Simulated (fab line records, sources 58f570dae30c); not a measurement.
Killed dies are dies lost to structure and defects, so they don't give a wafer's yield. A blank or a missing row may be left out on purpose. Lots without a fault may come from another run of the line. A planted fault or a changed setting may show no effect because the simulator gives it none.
fab line records | flow berkeley_cmos170
record lots=6 wafers=18 last_day=11
route steps=331 shown NLDD@162 SPACER@171 PSD@175
lots that met no fault: from a run of the same line without faults
start_h: hours from the record's first day to the start of the lot's first wafer shown | wait_h: hours since the lot's step before | " the same as in the row above | L1.1+2: a row that stands for several wafers | - no value, or no start given | * or withheld: withheld | < > ~ a bound
route shown NAME@n: a module of which the file shows steps, and the number in the route of the first | usual: mean/standard deviation of fault-free wafers | same: alike in all rows | chamber/n: place in a boat | sites: the reading at each site | _std_site: their standard deviation | _edge_site: outer sites' mean less inner sites' | radius_mm: how far each site lies from the wafer's centre | mask NAME#n: copy n | behind: the tool/chamber that last shaped the wafer | hold: why the lot was held/for how many hours/how that ended | device: the transistor (n, p or np) that didn't switch | end of line: the same wafers' tests at the end of the route | a step without rows: its recipe alone | killed: dies lost to structure and defects at the first sort, not the wafer's yield | map: a wafer's dies, x killed, . not, _ none there
set.NAME: the setting as run; set.NAME@STEP: as run at that earlier step | model.NAME: the simulator's own value behind a step, which no gauge read
lots at some steps of the route; a table a step, a row a wafer
services: from which hour (start_h, from the record's first day; less than 0 if before it) a tool's chamber was out of use, for how many hours, and why
## steps
# step UCB170_NLDD_PEB_04
# recipe peb_temp_c=130.9 peb_time_s=withheld resist=KrF
# step UCB170_NLDD_DEVELOP_05
# recipe developer=TMAH develop_time_s=45 resist=KrF dev_temp_c=21
# step UCB170_NLDD_CD_MEAS_06
# recipe target_cd_nm=1200
# usual cd_nm=1199.5/1.5
# columns lot.wafer tool chamber start_h wait_h cd_nm
L957.2 cd_sem-02 - 149.46 - 1197.8
L957.3 " - " " 1198.1
L957.6 " - " " 1197.4
L962.1 cd_sem-02 - 180.52 - 1199.6
L962.4 " - " " 1199.2
L962.6 " - " " 1199.9
L966.1 cd_sem-02 - 195.67 - 1197.6
L966.5 " - " " 1197.4
L966.6 " - " " 1197.0
L967.2 cd_sem-02 - 196.16 - 1200.7
L967.3 " - " " 1198.9
L967.5 " - " " 1198.5
L965.1 cd_sem-01 - 196.80 - 1197.4
L965.4 " - " " 1197.6
L965.6 " - " " 1198.0
L968.1 cd_sem-02 - 222.61 - 1200.8
L968.3 " - " " 1200.3
L968.5 " - " " 1200.4
# step UCB170_NLDD_OVL_MEAS_07
# usual NLDD_OVL=-3/4.9
# columns lot.wafer tool chamber start_h wait_h NLDD_OVL[nm]
L957.2 overlay-02 - 149.57 0.1 5
L957.3 " - " " 3
L957.6 " - " " 1
L962.1 overlay-01 - 180.64 0.1 -3
L962.4 " - " " 3
L962.6 " - " " 6
L966.1 overlay-02 - 195.79 0.1 -3
L966.5 " - " " 0
L966.6 " - " " -1
L967.2 overlay-01 - 196.26 0.1 -4
L967.3 " - " " -2
L967.5 " - " " -10
L965.1 overlay-02 - 196.92 0.1 4
L965.4 " - " " 5
L965.6 " - " " 4
L968.1 overlay-01 - 222.73 0.1 3
L968.3 " - " " -2
L968.5 " - " " 2
# step UCB170_NLDD_IMPLANT_08
# recipe species=As dose_cm2=5e+13 energy_kev=30 tilt_deg=7 rotation_deg=0
# step UCB170_NLDD_IMPLANT_09
# recipe species=As dose_cm2=5e+13 energy_kev=30 tilt_deg=7 rotation_deg=180
# step UCB170_NLDD_STRIP_10
# recipe chemistry=O2 power_w=400 pressure_mtorr=3500 platen_temp_c=withheld o2_flow_sccm=400 overash_fraction=0.5
# usual drypump_motor_current_A=5.5/0.57 oes_product_au=0.734/0.0047 strip_time_to_endpoint_s=21.59/0.059
# columns lot.wafer tool chamber start_h wait_h drypump_motor_current_A oes_product_au rf_hours_counter_h strip_time_to_endpoint_s
L957.2 plasma_asher-01 0 149.90 0.1 5.7 0.740 4 21.64
L957.3 " 0 " " 5.7 0.738 - 21.65
L957.6 " 0 " " 5.6 0.740 - 21.64
L962.1 plasma_asher-02 0 180.98 0.1 5.1 0.735 47 21.57
L962.4 " 0 " " 5.1 0.738 - 21.51
L962.6 " 0 " " 5.1 0.738 - 21.44
L966.1 plasma_asher-02 0 196.13 0.1 5.2 0.738 49 21.56
L966.5 " 1 " " 4.8 0.733 - 21.58
L966.6 " 0 " " 5.2 0.739 - 21.59
L967.2 plasma_asher-03 1 196.59 0.1 5.2 0.739 51 21.55
L967.3 " 1 " " 5.2 0.730 - 21.54
L967.5 " 0 " " 5.2 0.725 - 21.48
L965.1 plasma_asher-02 1 197.25 0.1 4.9 0.733 49 21.52
L965.4 " 0 " " 5.1 0.736 - 21.59
L965.6 " 0 " " 5.1 0.730 - 21.49
L968.1 plasma_asher-01 0 223.06 0.1 5.7 0.729 12 21.57
L968.3 " 0 " " 5.6 0.737 - 21.56
L968.5 " 0 " " 5.6 0.733 - 21.63
# step UCB170_NLDD_TW_MEAS_11
# usual NLDD_TW=2230/18
# columns lot.wafer tool chamber start_h wait_h NLDD_TW
L957.2 film_metro-01 - 150.02 0.1 2232
L957.3 " - " " 2235
L957.6 " - " " 2229
L962.1 film_metro-01 - 181.09 0.1 2238
L962.4 " - " " 2259
L962.6 " - " " 2244
L966.1 film_metro-03 - 196.23 0.1 2229
L966.5 " - " " 2235
L966.6 " - " " 2230
L967.2 film_metro-03 - 196.70 0.1 2238
L967.3 " - " " 2238
L967.5 " - " " 2230
L965.1 film_metro-03 - 197.35 0.1 2234
L965.4 " - " " 2231
L965.6 " - " " 2230
L968.1 film_metro-01 - 223.16 0.1 2258
L968.3 " - " " 2261
L968.5 " - " " 2259
# step UCB170_NLDD_CLEAN_12
# recipe chemistry=SPM temp_c=120 time_s=600
# step UCB170_SPACER_CVD_00
# recipe material=SiO2 target_thk_nm=376 temp_c=390 precursor=TEOS/O2 time_s=47 rf_w=550 pressure_mtorr=9000
# usual heater_power_w=262/59
# columns lot.wafer tool chamber start_h wait_h heater_power_w
L957.2 pecvd-03 0 150.25 0.0 316
L957.3 " 1 " " 371
L957.6 " 1 " " 378
L962.1 pecvd-04 2 181.34 0.0 161
L962.4 " 1 " " 238
L962.6 " 0 " " 188
L966.1 pecvd-03 0 196.48 0.0 261
L966.5 " 1 " " 372
L966.6 " 2 " " 277
L967.2 pecvd-01 0 196.93 0.0 353
L967.3 " 1 " " 245
L967.5 " 1 " " 159
L965.1 pecvd-03 2 197.60 0.0 273
L965.4 " 2 " " 286
L965.6 " 0 " " 300
L968.1 pecvd-04 0 224.10 0.0 243
L968.3 " 2 " " 151
L968.5 " 2 " " 160
# step UCB170_SPACER_THK_MEAS_01
# recipe reads=SiO2_of_SPACER_CVD_00
# usual SPACER_TEOS_THK=377/4.2
# columns lot.wafer tool chamber start_h wait_h SPACER_TEOS_THK[nm]
L957.2 film_metro-04 - 150.30 0.0 375
L957.3 " - " " 374
L957.6 " - " " 381
L962.1 film_metro-01 - 181.38 0.0 372
L962.4 " - " " 380
L962.6 " - " " 381
L966.1 film_metro-01 - 196.52 0.0 370
L966.5 " - " " 378
L966.6 " - " " 377
L967.2 film_metro-04 - 196.98 0.0 377
L967.3 " - " " 376
L967.5 " - " " 384
L965.1 film_metro-02 - 197.65 0.0 371
L965.4 " - " " 381
L965.6 " - " " 381
L968.1 film_metro-04 - 224.15 0.0 379
L968.3 " - " " 375
L968.5 " - " " 378
# step UCB170_SPACER_ANNEAL_02
# recipe temp_c=900 time_s=1800 ambient=N2
# step UCB170_SPACER_ETCHBACK_03
# recipe stop_on=Si target=SiO2 chemistry=CHF3/CF4/Ar CHF3_flow_sccm=50 cf4_flow_sccm=10 Ar_flow_sccm=120 pressure_mtorr=200 rf_w=500 target_depth_a=3760 time_s=100
# usual drypump_motor_current_A=5.8/0.53 oes_product_au=0.899/0.015 run_length_s=128.4/0.48 throttle_valve_pct=6.43/0.12
# columns lot.wafer tool chamber start_h wait_h drypump_motor_current_A oes_product_au rf_hours_counter_h run_length_s throttle_valve_pct model.etch.depth_nm
L957.2 rie_diel-03 0 153.60 0.0 6.2 0.873 1 127.8 6.61 375.6
L957.3 " 1 " " 6.6 0.912 146 128.5 6.32 374.2
L957.6 " 0 " " 6.2 0.885 - 128.0 6.62 380.4
L962.1 rie_diel-04 0 183.83 0.1 6.7 0.900 22 128.2 6.56 371.7
L962.4 " 2 " " 5.6 0.904 72 128.7 6.32 380.2
L962.6 " 3 " " 5.5 0.916 - 129.0 6.49 381.1
L966.1 rie_diel-03 3 201.95 0.0 5.3 0.890 132 128.1 6.33 369.5
L966.5 " 1 " " 6.6 0.917 - 128.7 6.32 377.5
L966.6 " 0 " " 6.2 0.871 - 128.2 6.61 376.6
L967.2 rie_diel-01 2 201.95 0.0 6.0 0.906 30 127.7 6.37 377
L967.3 " 3 " " 5.1 0.904 89 129.0 6.30 375.7
L967.5 " 2 " " 6.0 0.928 - 128.0 6.38 383.6
L965.1 rie_diel-04 0 201.96 0.0 6.7 0.900 23 128.5 6.56 370.7
L965.4 " 0 " " 6.7 0.917 - 128.4 6.55 381.3
L965.6 " 2 " " 5.6 0.985 - 88.7 6.34 254.7
L968.1 rie_diel-04 1 227.86 0.0 5.0 0.900 0 128.2 6.47 378.7
L968.3 " 2 " " 5.6 0.993 75 88.3 6.33 257.4
L968.5 " 0 " " 6.7 0.908 - 128.6 6.55 377.9
# step UCB170_PSD_HMDS_00
# recipe prime_time_s=60 prime_temp_c=100
## services
# columns tool chamber start_h hours kind
rie_diel-01 - 126.91 0.2 repair
pecvd-04 - 135.61 14.0 pm
pecvd-04 0 135.61 14.0 vent_cycle
pecvd-04 1 135.61 14.0 vent_cycle
pecvd-04 2 135.61 14.0 vent_cycle
pecvd-04 0 149.61 - clean
pecvd-04 1 149.61 - clean
pecvd-04 2 149.61 - clean
rie_diel-03 1 182.19 - clean
rie_diel-03 1 182.19 16.0 scheduled_down
rie_diel-03 1 182.19 16.0 vent_cycle
rie_diel-04 1 200.40 - clean
rie_diel-04 1 200.40 25.5 scheduled_down
rie_diel-04 1 200.40 25.5 vent_cycle
rie_diel-01 0 209.05 9.8 repair
pecvd-01 - 210.58 0.8 pm
rie_diel-03 - 223.06 2.8 pm
## key
first_sign step=UCB170_SPACER_ETCHBACK_03 reading=run_length_s direction=down sigmas=83 usual=* struck=*
effect step=UCB170_SPACER_ETCHBACK_03 reading=oes_product_au direction=up sigmas=5.9 usual=0.899 struck=0.989
model_effect step=UCB170_SPACER_ETCHBACK_03 value=etch.depth_nm without=377.9 struck=256
met_at UCB170_SPACER_ETCHBACK_03
struck_wafers L965.6,L968.3
later_rows_left_out L965.6,L968.3
sort_left_out L965.6,L968.3
tester_left_out L965,L968
onset_between 183.83 201.96
fault kind=process_parameter_drift tool=rie_diel-04 chamber=2 onset_h=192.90 steps=UCB170_SPACER_ETCHBACK_03 channel=time_s offset=* shape=step end_h=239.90 acts_in=* stated=*
# tester_left_out: of these lots the tester's yield and bins aren't shown, on N5 and GAA mostly nor the transistor test; their killed dies are dies lost to structure and defects alone, not to doping, threshold or leakage, so they don't give the yield
# sort_left_out: the simulated sort isn't trusted on such a fault, so these wafers' sort isn't shown, and their yield isn't known
# later_rows_left_out: the simulator's readings of these wafers behind a module that went badly wrong aren't trusted and aren't shown, but for the sort
